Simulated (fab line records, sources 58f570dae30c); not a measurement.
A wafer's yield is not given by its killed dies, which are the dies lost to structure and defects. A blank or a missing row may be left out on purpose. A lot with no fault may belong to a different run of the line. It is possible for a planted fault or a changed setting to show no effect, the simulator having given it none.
2 desks, one fault    flow berkeley cmos170    each desk holds nothing but its own numbers, with what lay behind them at the end

== AT THE TOOL OWNER'S DESK: pvd sputter-04 ==
The tool's own readings at UCB170_M1_SPUTTER_00 (material Al, target thk 600 nm, time 80 s): means of the sampled wafers that have a number, for each lot that ran on this tool. If a lot's mean is further than 4 standard deviations from the usual mean, the lot is out of limits and carries the mark OUT (the distance appears in the brackets).
Columns: A = throttle valve pct at UCB170_M1_SPUTTER_00, usual 30.3 %
lot   first seen here  A
L253  day 7 10:03      29.9
L260  day 8 05:01      31.8
L259  day 8 06:28      30.7
L265  day 9 10:49      30.6
L270  day 10 17:52     29.8
L272  day 11 02:22     30.2
This desk's finding: nothing out of limits on any of the 6 lots.

== FROM THE METROLOGY DESK ==
Lot by lot, what the gauges showed, no matter which tool ran the lot: averages of those sampled wafers that carry a number. If a lot's mean is further than 4 standard deviations from the usual mean, the lot is out of limits and carries the mark OUT (the distance appears in the brackets).
Columns: A = M1_AL_RS at UCB170_M1_RS_MEAS_01, usual 0.0486 ohm/sq; B = M1_AL_THK at UCB170_M1_THK_MEAS_02, usual 596 nm; C = cd nm at UCB170_M1_CD_MEAS_90, usual 700.7 nm
lot   first seen here  A                  B               C
L254  day 7 10:07      0.0487             599             701.8
L253  day 7 10:09      0.0485             593             698.8
L256  day 8 02:01      0.0490             591             701.2
L260  day 8 05:07      0.0489             594             699.3
L259  day 8 06:32      0.0485             596             704.3
L262  day 9 05:12      0.0481             600             700.1
L263  day 9 05:55      0.0482             601             703.3
L265  day 9 10:52      0.0485             597             699.0
L266  day 9 21:07      0.0484             599             700.5
L270  day 10 17:55     0.0511 (+5.1) OUT  570 (-4.2) OUT  700.6
L273  day 11 02:11     0.0485             593             696.3
L272  day 11 02:27     0.0493             590             700.3
L276  day 11 08:53     0.0479             605             698.8
L275  day 11 10:49     0.0486             593             696.7
This desk reports L270 out of limits; the earliest was L270 at day 10 17:55 (M1_AL_RS at UCB170_M1_RS_MEAS_01). Within limits: L254, L253, L256, L260, L259, L262, L263, L265, L266, L273, L272, L276, L275.

== ALL TOGETHER ==
The metrology desk could have raised an alarm at day 10 17:55, on L270.
The tool owner's desk saw nothing out of limits.
Tool owner's desk: L270 on record, inside its limits.
Of the lots named, all ran UCB170_M1_SPUTTER_00 on pvd sputter-04.

== WHAT WAS PUT IN BY THE SIMULATOR ==
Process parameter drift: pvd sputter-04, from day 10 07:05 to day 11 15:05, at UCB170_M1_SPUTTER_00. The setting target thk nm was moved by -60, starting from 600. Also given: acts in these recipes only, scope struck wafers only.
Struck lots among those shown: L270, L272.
Delay in hours, fault start to first out-of-limits reading, per desk: metrology desk 11.
